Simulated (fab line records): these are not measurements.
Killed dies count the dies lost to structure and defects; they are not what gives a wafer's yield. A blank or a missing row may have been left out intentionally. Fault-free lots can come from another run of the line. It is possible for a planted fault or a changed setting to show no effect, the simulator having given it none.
Which of the tools did it? || flow berkeley-cmos170 || 7 lots with 21 wafers sampled at 2 steps, on a route of 331 steps

WHAT THE GAUGES READ, wafer by wafer
UCB170_ACTIVE_OVL_MEAS_14.
{"lot": "L671", "measured": "day 4 12:31", "on": "overlay-01", "ACTIVE_OVL (nm)": "-7 -3 -1"}
{"lot": "L676", "measured": "day 5 16:13", "on": "overlay-01", "ACTIVE_OVL (nm)": "2 -6 -2"}
{"lot": "L677", "measured": "day 5 23:45", "on": "overlay-01", "ACTIVE_OVL (nm)": "5 8 12"}
{"lot": "L679", "measured": "day 6 05:52", "on": "overlay-02", "ACTIVE_OVL (nm)": "10 0 9"}
{"lot": "L681", "measured": "day 6 19:48", "on": "overlay-02", "ACTIVE_OVL (nm)": "3 3 0"}
{"lot": "L691", "measured": "day 8 19:37", "on": "overlay-01", "ACTIVE_OVL (nm)": "-160 -158 -158"}
{"lot": "L692", "measured": "day 8 20:01", "on": "overlay-01", "ACTIVE_OVL (nm)": "-167 -160 -155"}

WHAT TOOL EACH LOT RAN ON (gives the tool, then ch and the chambers of the sampled wafers, and finally the start)
{"lot": "L671", "UCB170_ACTIVE_EXPOSE_10": "krf-scanner-02 ch 0, day 4 11:57"}
{"lot": "L676", "UCB170_ACTIVE_EXPOSE_10": "krf-scanner-01 ch 0, day 5 15:43"}
{"lot": "L677", "UCB170_ACTIVE_EXPOSE_10": "krf-scanner-01 ch 0, day 5 23:16"}
{"lot": "L679", "UCB170_ACTIVE_EXPOSE_10": "krf-scanner-02 ch 0, day 6 05:23"}
{"lot": "L681", "UCB170_ACTIVE_EXPOSE_10": "krf-scanner-02 ch 0, day 6 19:17"}
{"lot": "L691", "UCB170_ACTIVE_EXPOSE_10": "krf-scanner-02 ch 0, day 8 18:49"}
{"lot": "L692", "UCB170_ACTIVE_EXPOSE_10": "krf-scanner-02 ch 0, day 8 19:20"}
- UCB170_ACTIVE_EXPOSE_10: exposes mask ACTIVE, target cd 1200 nm.

THE ANSWER, worked out from the rows above alone
Rule: the lots themselves supply what counts as usual. The widest of any qualifying gaps counts: lots, ordered by their means at a reading, are off when they make up no more than a third of the lots, leave a main group of 4 or more, and stand apart from it by 3 or more times the standard deviation of that group's means. Not used: any main group whose means are identical at the precision the tables above print for the reading. A lot without any number at a reading at which 4 lots or more have one is off too. All remaining lots with rows at the step are treated as sound.
Off: L691, L692, seen at UCB170_ACTIVE_OVL_MEAS_14 (ACTIVE_OVL). The main group: mean 2 nm, standard deviation 4.6.
If a tool, at a process step before that reading, ran all the lots that are off and no sound lot after the first of them, it fits. Those tools and the gauges at UCB170_ACTIVE_OVL_MEAS_14 are tried in the same way. 2 tools fit, krf-scanner-02 at UCB170_ACTIVE_EXPOSE_10 and overlay-01 at UCB170_ACTIVE_OVL_MEAS_14, so this cannot tell which one it is.

WHAT THE SIMULATOR HAD INSERTED
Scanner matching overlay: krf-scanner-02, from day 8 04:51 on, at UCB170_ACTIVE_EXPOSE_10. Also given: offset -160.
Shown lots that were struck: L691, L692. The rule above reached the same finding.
